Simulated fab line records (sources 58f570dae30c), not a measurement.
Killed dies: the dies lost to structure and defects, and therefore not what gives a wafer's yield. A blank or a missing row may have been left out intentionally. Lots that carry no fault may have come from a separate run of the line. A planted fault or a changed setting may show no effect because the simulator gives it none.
Check for tools in common -- flow berkeley_cmos170 -- 13 lots, 39 wafers sampled

WHAT PROMPTED THE OPENING
On 1 of the 13 lots, a flag is raised at UCB170_GATE_CD_MEAS_12 on the reading cd_nm. No-fault wafers: 349.8 nm, standard deviation 1.4.
Rule: a lot gets a flag if all its wafers with a number sit over 4 standard deviations from that mean, or if no wafer of it has a number. The rest of the lots are taken to be sound.

lot,measured,on,"cd_nm (nm), wafer by wafer",flag
L493,day 8 01:53,cd_sem-01,348.1 349.0 349.0,
L495,day 8 02:07,cd_sem-01,351.9 350.7 350.9,
L491,day 8 02:23,cd_sem-02,349.7 349.8 349.8,
L494,day 8 02:23,cd_sem-01,346.9 348.9 348.6,
L497,day 8 18:32,cd_sem-02,347.8 348.9 348.8,
L496,day 8 18:40,cd_sem-02,373.6 373.4 372.6,FLAGGED
L499,day 9 13:46,cd_sem-02,350.3 350.7 350.9,
L507,day 10 07:03,cd_sem-02,351.0 351.4 352.0,
L508,day 10 07:20,cd_sem-02,350.1 350.9 350.2,
L506,day 10 07:37,cd_sem-02,350.3 351.3 350.5,
L509,day 10 22:23,cd_sem-01,347.3 348.0 347.4,
L510,day 10 22:43,cd_sem-01,349.1 348.7 348.3,
L511,day 11 11:13,cd_sem-01,348.4 350.0 350.1,
Average over the flagged lots: 373.2 nm; offset from the usual +23.4 nm, equal to +17 standard deviations.

TOOL THAT RAN EACH LOT
The record keeps 1 process step preceding the reading, out of 331 steps on the route. In each cell: the tool, then ch and the chambers that the sampled wafers went through, then the start.
lot,flag,UCB170_GATE_EXPOSE_09
L493,,"krf_scanner-01 ch 0, day 8 01:04"
L495,,"krf_scanner-01 ch 0, day 8 01:11"
L491,,"krf_scanner-01 ch 0, day 8 01:49"
L494,,"krf_scanner-01 ch 0, day 8 01:42"
L497,,"krf_scanner-02 ch 0, day 8 18:09"
L496,FLAGGED,"krf_scanner-02 ch 0, day 8 18:16"
L499,,"krf_scanner-02 ch 0, day 9 13:10"
L507,,"krf_scanner-02 ch 0, day 10 06:34"
L508,,"krf_scanner-02 ch 0, day 10 06:42"
L506,,"krf_scanner-01 ch 0, day 10 06:56"
L509,,"krf_scanner-01 ch 0, day 10 21:50"
L510,,"krf_scanner-01 ch 0, day 10 22:05"
L511,,"krf_scanner-01 ch 0, day 11 10:06"
What these steps do:
- UCB170_GATE_EXPOSE_09: exposes mask POLY, target cd 350 nm.
- UCB170_GATE_CD_MEAS_12: target cd 350 nm.

FLAGGED OVER TOTAL, TOOL BY TOOL (the gauges that took the reading come last)
step,tool,lots run,flagged,share of the flagged lots,sound lots run after its first flagged lot
UCB170_GATE_EXPOSE_09,krf_scanner-01,8,0,none,-
UCB170_GATE_EXPOSE_09,krf_scanner-02,5,1,all,"3 (L499,L507,L508)"
UCB170_GATE_CD_MEAS_12,cd_sem-01,6,0,none,-
UCB170_GATE_CD_MEAS_12,cd_sem-02,7,1,all,"4 (L499,L507,L508,L506)"

THE TABLE: WHAT IT ALLOWS
Every flagged lot went through 2 rows of the table: krf_scanner-02 at UCB170_GATE_EXPOSE_09 and cd_sem-02 at UCB170_GATE_CD_MEAS_12.
- krf_scanner-02 at UCB170_GATE_EXPOSE_09: 1 of its 5 lots flagged. After the first flagged lot (L499, L507, L508), sound lots still ran on it; a lasting fault on the whole tool would not permit that.
- cd_sem-02 at UCB170_GATE_CD_MEAS_12: 1 of its 7 lots flagged. After the first flagged lot (L499, L507, L508, L506), sound lots still ran on it; a lasting fault on the whole tool would not permit that.
None of the table's rows ran every flagged lot and, after the first, no sound lot.

WHAT HAD BEEN PUT IN BY THE SIMULATOR
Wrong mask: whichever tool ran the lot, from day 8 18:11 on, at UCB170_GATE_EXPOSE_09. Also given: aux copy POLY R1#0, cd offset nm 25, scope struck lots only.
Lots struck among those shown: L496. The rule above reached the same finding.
